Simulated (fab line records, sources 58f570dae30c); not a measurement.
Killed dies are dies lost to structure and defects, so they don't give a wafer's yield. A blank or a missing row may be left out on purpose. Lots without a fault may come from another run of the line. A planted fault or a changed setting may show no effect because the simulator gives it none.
fab line records | flow berkeley_cmos170 | part 1 of 2: steps 1 to 24 of 32
record lots=5 wafers=15 last_day=12
route steps=331 shown CONTACT@220 M1@238
lots that met no fault: from a run of the same line without faults
start_h: hours from the record's first day to the start of the lot's first wafer shown | wait_h: hours since the lot's step before | " the same as in the row above | L1.1+2: a row that stands for several wafers | - no value, or no start given | * or withheld: withheld | < > ~ a bound
route shown NAME@n: a module of which the file shows steps, and the number in the route of the first | usual: mean/standard deviation of fault-free wafers | same: alike in all rows | chamber/n: place in a boat | sites: the reading at each site | _std_site: their standard deviation | _edge_site: outer sites' mean less inner sites' | radius_mm: how far each site lies from the wafer's centre | mask NAME#n: copy n | behind: the tool/chamber that last shaped the wafer | hold: why the lot was held/for how many hours/how that ended | device: the transistor (n, p or np) that didn't switch | end of line: the same wafers' tests at the end of the route | a step without rows: its recipe alone | killed: dies lost to structure and defects at the first sort, not the wafer's yield | map: a wafer's dies, x killed, . not, _ none there
set.NAME: the setting as run; set.NAME@STEP: as run at that earlier step | model.NAME: the simulator's own value behind a step, which no gauge read
lots at some steps of the route; a table a step, a row a wafer
services: from which hour (start_h, from the record's first day; less than 0 if before it) a tool's chamber was out of use, for how many hours, and why
## steps
# step UCB170_CONTACT_COAT_04
# recipe resist=KrF spin_rpm=1500 resist_thk_nm=900
# usual chill_plate_temp_C=23.00/0.1
# columns lot.wafer tool chamber start_h wait_h chill_plate_temp_C
L080.3 litho_track-04 0 173.16 0.1 22.92
L080.4 " 0 " " 22.92
L080.5 " 0 " " 23.07
L081.1 litho_track-04 0 190.26 0.1 23.12
L081.3 " 0 " " 23.19
L081.5 " 0 " " 23.16
L084.1 litho_track-02 0 192.26 0.1 23.04
L084.3 " 0 " " 23.07
L084.5 " 0 " " 22.97
L090.2 litho_track-01 0 216.83 0.1 23.15
L090.5 " 0 " " 23.04
L090.6 " 0 " " 23.07
L096.1 litho_track-01 0 264.97 0.1 23.11
L096.5 " 0 " " 22.96
L096.6 " 0 " " 23.00
# step UCB170_CONTACT_SOFTBAKE_05
# recipe resist=KrF temp_c=130 time_s=60
# usual chill_plate_temp_C=23.00/0.11 plate_temp_C=129.98/0.14
# columns lot.wafer tool chamber start_h wait_h chill_plate_temp_C plate_temp_C
L080.3 litho_track-04 0 173.31 0.1 22.82 130.11
L080.4 " 0 " " 22.89 129.94
L080.5 " 0 " " 22.86 129.86
L081.1 litho_track-04 0 190.41 0.1 22.96 129.91
L081.3 " 0 " " 22.86 130.07
L081.5 " 0 " " 22.96 129.93
L084.1 litho_track-02 0 192.41 0.1 22.91 130.03
L084.3 " 0 " " 23.13 130.00
L084.5 " 0 " " 23.03 129.86
L090.2 litho_track-01 0 216.98 0.1 23.07 130.04
L090.5 " 0 " " 22.79 129.91
L090.6 " 0 " " 22.89 130.04
L096.1 litho_track-01 0 265.12 0.1 22.85 130.10
L096.5 " 0 " " 22.88 130.22
L096.6 " 0 " " 22.90 130.14
# step UCB170_CONTACT_STRIP_06
# recipe chemistry=O2 power_w=400 pressure_mtorr=3500 platen_temp_c=withheld o2_flow_sccm=400 overash_fraction=0.5
# usual drypump_motor_current_A=5.5/0.35 oes_product_au=0.735/0.0049 strip_time_to_endpoint_s=21.99/0.048
# columns lot.wafer tool chamber start_h wait_h drypump_motor_current_A oes_product_au rf_hours_counter_h strip_time_to_endpoint_s
L080.3 plasma_asher-03 0 173.44 0.1 5.8 0.739 - 22.04
L080.4 " 1 " " 5.9 0.737 - 21.98
L080.5 " 1 " " 5.9 0.742 - 21.97
L081.1 plasma_asher-01 0 190.56 0.1 5.3 0.738 50 22.00
L081.3 " 1 " " 5.0 0.737 - 21.97
L081.5 " 0 " " 5.3 0.736 - 21.98
L084.1 plasma_asher-02 1 192.56 0.1 5.9 0.729 41 22.04
L084.3 " 0 " " 5.6 0.731 - 22.07
L084.5 " 1 " " 5.9 0.734 - 22.02
L090.2 plasma_asher-03 0 217.11 0.1 5.8 0.740 55 22.06
L090.5 " 0 " " 5.8 0.738 - 22.04
L090.6 " 1 " " 5.9 0.733 - 21.99
L096.1 plasma_asher-01 0 265.27 0.1 5.3 0.735 58 22.07
L096.5 " 1 " " 5.0 0.731 - 22.01
L096.6 " 0 " " 5.3 0.727 - 22.02
# step UCB170_CONTACT_CLEAN_07
# recipe chemistry=SPM temp_c=120 time_s=600
# columns lot.wafer tool chamber start_h wait_h
L080.3+4+5 wet_bench-01 2 173.65 0.2
L081.1+3+5 wet_bench-01 3 190.72 0.1
L084.1+3+5 wet_bench-03 1 192.66 0.1
L090.2+5+6 wet_bench-01 3 217.21 0.1
L096.1+5+6 wet_bench-01 1 265.41 0.1
# step UCB170_CONTACT_RTA_08
# recipe temp_c=900 time_s=10 ambient=N2
# usual chamber_o2_ppm=1.998/0.021 lamp_power_pct=27/5 wafer_temp_C_max=905.0/1.4
# columns lot.wafer tool chamber start_h wait_h chamber_o2_ppm lamp_power_pct wafer_temp_C_max
L080.3 rtp_anneal-01 0 173.85 0.0 1.994 31 904.4
L080.4 " 0 " " 1.974 31 902.8
L080.5 " 0 " " 2.002 31 904.9
L081.1 rtp_anneal-02 0 190.90 0.0 2.017 21 905.0
L081.3 " 0 " " 2.001 21 905.7
L081.5 " 0 " " 1.990 21 907.2
L084.1 rtp_anneal-01 0 192.85 0.0 1.960 31 903.7
L084.3 " 0 " " 1.992 31 903.5
L084.5 " 0 " " 1.985 31 904.2
L090.2 rtp_anneal-02 0 217.39 0.0 1.977 21 907.3
L090.5 " 0 " " 1.952 21 906.0
L090.6 " 0 " " 1.976 21 905.3
L096.1 rtp_anneal-02 0 265.58 0.0 1.978 21 907.0
L096.5 " 0 " " 1.992 21 905.5
L096.6 " 0 " " 1.981 21 905.5
# step UCB170_CONTACT_COAT_09
# recipe resist=BARC temp_c=withheld time_s=withheld spin_rpm=3000 resist_thk_nm=withheld
# usual chill_plate_temp_C=*
# columns lot.wafer tool chamber start_h wait_h chill_plate_temp_C
L080.3 litho_track-02 0 173.95 0.1 *
L080.4 " 0 " " *
L080.5 " 0 " " *
L081.1 litho_track-02 0 191.21 0.3 *
L081.3 " 0 " " *
L081.5 " 0 " " *
L084.1 litho_track-04 0 192.92 0.1 *
L084.3 " 0 " " *
L084.5 " 0 " " *
L090.2 litho_track-02 0 217.47 0.1 *
L090.5 " 0 " " *
L090.6 " 0 " " *
L096.1 litho_track-04 0 265.99 0.4 *
L096.5 " 0 " " *
L096.6 " 0 " " *
# step UCB170_CONTACT_COAT_10
# recipe resist=KrF spin_rpm=1500 resist_thk_nm=900
# usual chill_plate_temp_C=22.99/0.1
# columns lot.wafer tool chamber start_h wait_h chill_plate_temp_C
L080.3 litho_track-02 0 - - 22.89
L080.4 " 0 " " 22.87
L080.5 " 0 " " 23.03
L081.1 litho_track-02 0 - - 22.98
L081.3 " 0 " " 23.19
L081.5 " 0 " " 23.26
L084.1 litho_track-04 0 - - 22.93
L084.3 " 0 " " 22.96
L084.5 " 0 " " 23.08
L090.2 litho_track-02 0 - - 22.94
L090.5 " 0 " " 22.93
L090.6 " 0 " " 23.02
L096.1 litho_track-04 0 - - 22.85
L096.5 " 0 " " 22.94
L096.6 " 0 " " 23.04
# step UCB170_CONTACT_SOFTBAKE_11
# recipe resist=KrF temp_c=130 time_s=60
# usual chill_plate_temp_C=22.99/0.11 plate_temp_C=129.99/0.14
# columns lot.wafer tool chamber start_h wait_h chill_plate_temp_C plate_temp_C
L080.3 litho_track-02 0 - - 22.96 130.03
L080.4 " 0 " " 23.08 130.07
L080.5 " 0 " " 22.98 130.01
L081.1 litho_track-02 0 - - 23.13 129.82
L081.3 " 0 " " 23.14 129.96
L081.5 " 0 " " 23.16 129.88
L084.1 litho_track-04 0 - - 22.88 130.07
L084.3 " 0 " " 23.19 130.23
L084.5 " 0 " " 22.90 130.10
L090.2 litho_track-02 0 - - 22.89 130.01
L090.5 " 0 " " 22.74 130.09
L090.6 " 0 " " 22.83 129.95
L096.1 litho_track-04 0 - - 23.09 129.67
L096.5 " 0 " " 22.98 129.98
L096.6 " 0 " " 23.08 129.94
# step UCB170_CONTACT_EXPOSE_12
# recipe mask_id=CONT target_cd_nm=700 na=0.5 sigma_outer=0.6 source_shape=conventional dose_mj=35
# columns lot.wafer tool chamber start_h wait_h mask
L080.3+4+5 krf_scanner-02 0 174.51 - CONT#0
L081.1+3+5 krf_scanner-02 0 191.82 - CONT#0
L084.1+3+5 krf_scanner-02 0 193.37 - CONT#0
L090.2+5+6 krf_scanner-01 0 217.92 - CONT#0
L096.1+5+6 krf_scanner-01 0 266.57 - CONT#0
# step UCB170_CONTACT_PEB_13
# recipe peb_temp_c=130 peb_time_s=withheld resist=KrF
# usual chill_plate_temp_C=22.99/0.12 plate_temp_C=130.00/0.13
# columns lot.wafer tool chamber start_h wait_h chill_plate_temp_C plate_temp_C
L080.3 litho_track-01 0 174.64 0.1 22.98 130.04
L080.4 " 0 " " 23.04 130.08
L080.5 " 0 " " 23.12 130.26
L081.1 litho_track-04 0 192.07 0.2 22.82 129.98
L081.3 " 0 " " 22.73 130.17
L081.5 " 0 " " 22.79 130.01
L084.1 litho_track-01 0 193.48 0.1 23.03 129.82
L084.3 " 0 " " 22.87 130.02
L084.5 " 0 " " 23.02 130.03
L090.2 litho_track-02 0 218.04 0.1 22.99 130.05
L090.5 " 0 " " 22.92 130.20
L090.6 " 0 " " 22.97 130.18
L096.1 litho_track-01 0 267.44 0.9 22.92 129.65
L096.5 " 0 " " 22.77 129.90
L096.6 " 0 " " 22.84 129.73
# step UCB170_CONTACT_DEVELOP_14
# recipe developer=TMAH develop_time_s=45 resist=KrF dev_temp_c=21
# usual chill_plate_temp_C=22.99/0.094 developer_temp_C=21.01/0.09
# columns lot.wafer tool chamber start_h wait_h chill_plate_temp_C developer_temp_C
L080.3 litho_track-01 0 - - 22.96 21.09
L080.4 " 0 " " 22.95 20.97
L080.5 " 0 " " 23.03 20.81
L081.1 litho_track-04 0 - - 23.04 21.05
L081.3 " 0 " " 22.98 21.06
L081.5 " 0 " " 23.04 20.94
L084.1 litho_track-01 0 - - 22.93 21.01
L084.3 " 0 " " 22.78 20.95
L084.5 " 0 " " 23.09 20.99
L090.2 litho_track-02 0 - - 22.95 20.88
L090.5 " 0 " " 23.03 20.89
L090.6 " 0 " " 22.98 21.02
L096.1 litho_track-01 0 - - 22.95 20.90
L096.5 " 0 " " 22.94 21.07
L096.6 " 0 " " 22.88 21.02
# step UCB170_CONTACT_CD_MEAS_15
# recipe target_cd_nm=700
# usual cd_nm=700.2/1.6
# columns lot.wafer tool chamber start_h wait_h cd_nm
L080.3 cd_sem-01 - 174.90 - 701.2
L080.4 " - " " 699.4
L080.5 " - " " 699.3
L081.1 cd_sem-02 - 192.34 - 697.8
L081.3 " - " " 698.4
L081.5 " - " " 697.9
L084.1 cd_sem-02 - 193.76 - 700.4
L084.3 " - " " 700.1
L084.5 " - " " 699.6
L090.2 cd_sem-01 - 218.31 - 700.5
L090.5 " - " " 700.1
L090.6 " - " " 698.3
L096.1 cd_sem-02 - 267.72 - 698.2
L096.5 " - " " 696.7
L096.6 " - " " 696.8
# step UCB170_CONTACT_OVL_MEAS_16
# usual CONTACT_OVL=2/5.3
# columns lot.wafer tool chamber start_h wait_h CONTACT_OVL[nm]
L080.3 overlay-02 - 174.99 0.1 0
L080.4 " - " " -4
L080.5 " - " " 4
L081.1 overlay-02 - 192.46 0.1 6
L081.3 " - " " 10
L081.5 " - " " 7
L084.1 overlay-01 - 193.88 0.1 7
L084.3 " - " " 4
L084.5 " - " " 6
L090.2 overlay-01 - 218.41 0.1 -1
L090.5 " - " " -1
L090.6 " - " " 1
L096.1 overlay-02 - 267.84 0.1 -3
L096.5 " - " " -8
L096.6 " - " " -6
# step UCB170_CONTACT_ETCH_17
# recipe chemistry=N2/H2 target_depth_a=withheld overetch_a=withheld target=BARC time_s=withheld source_w=500 bias_w=100 pressure_mtorr=30 n2_flow_sccm=100 h2_flow_sccm=200
# usual drypump_motor_current_A=5.9/0.56 h2_flow_sccm=199.9/0.63 oes_product_au=0.998/0.015 throttle_valve_pct=13.36/0.21
# columns lot.wafer tool chamber start_h wait_h drypump_motor_current_A h2_flow_sccm oes_product_au throttle_valve_pct
L080.3 rie_diel-03 2 175.02 0.0 5.7 199.3 1.012 13.39
L080.4 " 1 " " 5.0 199.7 1.012 13.48
L080.5 " 2 " " 5.7 200.0 1.003 13.37
L081.1 rie_diel-02 1 192.50 0.0 6.7 200.2 1.000 13.56
L081.3 " 3 " " 5.7 199.6 0.994 13.08
L081.5 " 2 " " 6.4 199.6 0.972 13.64
L084.1 rie_diel-02 1 193.92 0.0 6.7 200.0 1.009 13.56
L084.3 " 2 " " 6.4 200.4 0.979 13.64
L084.5 " 2 " " 6.3 199.9 0.993 13.65
L090.2 rie_diel-01 1 218.44 0.0 6.4 200.0 1.051 13.36
L090.5 " 0 " " 5.9 200.8 0.996 13.03
L090.6 " 1 " " 6.4 200.2 1.048 13.36
L096.1 rie_diel-02 3 267.87 0.0 5.7 199.9 0.990 13.08
L096.5 " 0 " " 6.4 199.2 0.977 13.58
L096.6 " 3 " " 5.7 199.5 0.985 13.09
# step UCB170_CONTACT_ETCH_18
# recipe chemistry=CHF3/CF4/Ar target=PSG stop_on=TiSi2 CHF3_flow_sccm=45 cf4_flow_sccm=15 Ar_flow_sccm=150 pressure_mtorr=200 rf_w=700 target_depth_a=8400 over_etch_frac=0.2 time_s=195
# usual cf4_flow_sccm=15.00/0.041 drypump_motor_current_A=5.9/0.56 mfc_ar_sccm=150.0/0.49 oes_product_au=0.888/0.014 throttle_valve_pct=6.93/0.14
# columns lot.wafer tool chamber start_h wait_h cf4_flow_sccm drypump_motor_current_A mfc_ar_sccm oes_product_au rf_hours_counter_h throttle_valve_pct
L080.3 rie_diel-03 2 - - 15.05 5.7 149.6 0.903 97 6.96
L080.4 " 1 " " 14.87 5.0 149.4 0.869 116 7.12
L080.5 " 2 " " 15.07 5.7 149.1 0.897 - 6.96
L081.1 rie_diel-02 1 - - 15.04 6.7 149.4 0.894 16 7.06
L081.3 " 3 " " 14.98 5.7 150.1 0.877 73 6.79
L081.5 " 2 " " 14.98 6.3 150.6 0.882 - 7.04
L084.1 rie_diel-02 1 - - 15.10 6.7 149.0 0.900 17 7.07
L084.3 " 2 " " 15.03 6.4 150.0 0.886 60 7.02
L084.5 " 2 " " 14.99 6.3 149.5 0.877 - 7.04
L090.2 rie_diel-01 1 - - 14.91 6.4 150.2 0.922 5 7.01
L090.5 " 0 " " 15.01 5.9 150.1 0.882 - 6.68
L090.6 " 1 " " 14.91 6.4 150.3 0.929 - 7.01
L096.1 rie_diel-02 3 - - 14.97 5.7 149.8 0.892 77 6.80
L096.5 " 0 " " 15.04 6.4 150.2 0.873 - 7.00
L096.6 " 3 " " 14.98 5.7 150.1 0.882 - 6.78
# step UCB170_CONTACT_STRIP_19
# recipe chemistry=O2 power_w=400 pressure_mtorr=3500 platen_temp_c=withheld o2_flow_sccm=400 overash_fraction=0.5
# usual drypump_motor_current_A=5.65/0.29 oes_product_au=0.725/0.0049
# columns lot.wafer tool chamber start_h wait_h drypump_motor_current_A oes_product_au rf_hours_counter_h
L080.3 plasma_asher-03 0 175.22 - 5.80 0.727 -
L080.4 " 1 " " 5.87 0.728 -
L080.5 " 0 " " 5.76 0.730 -
L081.1 plasma_asher-03 0 192.66 - 5.79 0.724 52
L081.3 " 1 " " 5.87 0.723 -
L081.5 " 1 " " 5.90 0.731 -
L084.1 plasma_asher-03 0 194.08 - 5.80 0.718 52
L084.3 " 1 " " 5.89 0.728 -
L084.5 " 0 " " 5.79 0.727 -
L090.2 plasma_asher-02 0 218.61 - 5.53 0.726 44
L090.5 " 0 " " 5.55 0.714 -
L090.6 " 1 " " 5.92 0.723 -
L096.1 plasma_asher-02 0 268.04 - 5.56 0.717 49
L096.5 " 1 " " 5.93 0.725 -
L096.6 " 0 " " 5.55 0.738 -
# step UCB170_CONTACT_CD_MEAS_90
# recipe target_cd_nm=700
# usual cd_nm=700.6/1.8
# columns lot.wafer tool chamber start_h wait_h cd_nm
L080.3 cd_sem-01 - 175.33 0.1 701.7
L080.4 " - " " 700.0
L080.5 " - " " 700.3
L081.1 cd_sem-02 - 192.76 0.1 698.7
L081.3 " - " " 699.0
L081.5 " - " " 698.4
L084.1 cd_sem-02 - 194.25 0.1 701.5
L084.3 " - " " 701.5
L084.5 " - " " 700.8
L090.2 cd_sem-01 - 218.73 0.1 701.2
L090.5 " - " " 700.8
L090.6 " - " " 698.8
L096.1 cd_sem-01 - 268.14 0.1 697.3
L096.5 " - " " 695.8
L096.6 " - " " 694.7
# step UCB170_CONTACT_CLEAN_20
# recipe chemistry=SPM temp_c=120 time_s=600
# columns lot.wafer tool chamber start_h wait_h
L080.3+4+5 wet_bench-01 3 175.41 0.1
L081.1+3+5 wet_bench-01 0 192.88 0.1
L084.1+3+5 wet_bench-03 2 194.37 0.1
L090.2+5+6 wet_bench-01 2 218.92 0.2
L096.1+5+6 wet_bench-01 1 268.26 0.1
# step UCB170_M1_SPUTTER_00
# recipe material=Al target_thk_nm=600 time_s=80 power_w=6000 chamber_pressure_pa=0.5
# usual throttle_valve_pct=30.4/0.86
# columns lot.wafer tool chamber start_h wait_h throttle_valve_pct
L080.3 pvd_sputter-01 - 175.58 0.0 29.7
L080.4 " - " " 29.5
L080.5 " - " " 29.1
L081.1 pvd_sputter-04 - 193.06 0.0 30.0
L081.3 " - " " 31.6
L081.5 " - " " 30.4
L084.1 pvd_sputter-01 - 194.56 0.0 29.4
L084.3 " - " " 30.5
L084.5 " - " " 29.5
L090.2 pvd_sputter-04 - 219.10 0.0 30.1
L090.5 " - " " 29.4
L090.6 " - " " 31.6
L096.1 pvd_sputter-02 - 268.43 0.0 31.2
L096.5 " - " " 30.5
L096.6 " - " " 29.7
# step UCB170_M1_RS_MEAS_01
# recipe thk_meas_gauge=four-point-probe reads=Al_of_M1_SPUTTER_00
# usual M1_AL_RS=0.0484/0.00051
# columns lot.wafer tool chamber start_h wait_h M1_AL_RS[ohm/sq]
L080.3 film_metro-01 - 175.68 0.1 0.0483
L080.4 " - " " 0.0481
L080.5 " - " " 0.0482
L081.1 film_metro-04 - 193.12 0.0 0.0484
L081.3 " - " " 0.0488
L081.5 " - " " 0.0486
L084.1 film_metro-01 - 194.62 0.0 0.0485
L084.3 " - " " 0.0482
L084.5 " - " " 0.0485
L090.2 film_metro-03 - 219.18 0.1 0.0490
L090.5 " - " " 0.0495
L090.6 " - " " 0.0487
L096.1 film_metro-04 - 268.49 0.0 0.0477
L096.5 " - " " 0.0474
L096.6 " - " " 0.0480
# step UCB170_M1_THK_MEAS_02
# recipe thk_meas_gauge=xrf reads=Al_of_M1_SPUTTER_00
# usual M1_AL_THK=600/7
# columns lot.wafer tool chamber start_h wait_h M1_AL_THK[nm]
L080.3 film_metro-01 - 175.78 0.1 596
L080.4 " - " " 603
L080.5 " - " " 600
L081.1 film_metro-04 - 193.24 0.1 595
L081.3 " - " " 592
L081.5 " - " " 597
L084.1 film_metro-01 - 194.74 0.1 594
L084.3 " - " " 599
L084.5 " - " " 593
L090.2 film_metro-03 - 219.29 0.1 592
L090.5 " - " " 587
L090.6 " - " " 598
L096.1 film_metro-04 - 268.61 0.1 609
L096.5 " - " " 613
L096.6 " - " " 609
# step UCB170_M1_COAT_03
# recipe resist=BARC temp_c=withheld time_s=withheld spin_rpm=3000 resist_thk_nm=withheld
# usual chill_plate_temp_C=*
# columns lot.wafer tool chamber start_h wait_h chill_plate_temp_C
L080.3 litho_track-02 0 175.87 0.1 *
L080.4 " 0 " " *
L080.5 " 0 " " *
L081.1 litho_track-03 0 193.30 0.1 *
L081.3 " 0 " " *
L081.5 " 0 " " *
L084.1 litho_track-02 0 195.04 0.3 *
L084.3 " 0 " " *
L084.5 " 0 " " *
L090.2 litho_track-02 0 219.36 0.1 *
L090.5 " 0 " " *
L090.6 " 0 " " *
L096.1 litho_track-01 0 268.99 0.4 *
L096.5 " 0 " " *
L096.6 " 0 " " *
# step UCB170_M1_COAT_04
# recipe resist=KrF spin_rpm=1500 resist_thk_nm=900
# usual chill_plate_temp_C=22.99/0.12
# columns lot.wafer tool chamber start_h wait_h chill_plate_temp_C
L080.3 litho_track-02 0 - - 23.10
L080.4 " 0 " " 23.01
L080.5 " 0 " " 23.00
L081.1 litho_track-03 0 - - 22.89
L081.3 " 0 " " 23.03
L081.5 " 0 " " 22.93
L084.1 litho_track-02 0 - - 22.91
L084.3 " 0 " " 22.95
L084.5 " 0 " " 22.98
L090.2 litho_track-02 0 - - 22.61
L090.5 " 0 " " 22.54
L090.6 " 0 " " 22.70
L096.1 litho_track-01 0 - - 22.98
L096.5 " 0 " " 23.19
L096.6 " 0 " " 22.96
# step UCB170_M1_SOFTBAKE_05
# recipe resist=KrF temp_c=130 time_s=60
# usual chill_plate_temp_C=23.02/0.1 plate_temp_C=129.99/0.14
# columns lot.wafer tool chamber start_h wait_h chill_plate_temp_C plate_temp_C
L080.3 litho_track-02 0 - - 23.15 129.88
L080.4 " 0 " " 23.11 130.17
L080.5 " 0 " " 23.01 130.20
L081.1 litho_track-03 0 - - 22.93 129.98
L081.3 " 0 " " 22.83 130.14
L081.5 " 0 " " 22.97 130.12
L084.1 litho_track-02 0 - - 23.16 129.95
L084.3 " 0 " " 22.89 130.13
L084.5 " 0 " " 23.07 129.85
L090.2 litho_track-02 0 - - 22.98 129.80
L090.5 " 0 " " 23.11 130.02
L090.6 " 0 " " 23.12 129.80
L096.1 litho_track-01 0 - - 23.03 129.87
L096.5 " 0 " " 23.05 129.98
L096.6 " 0 " " 22.99 129.91
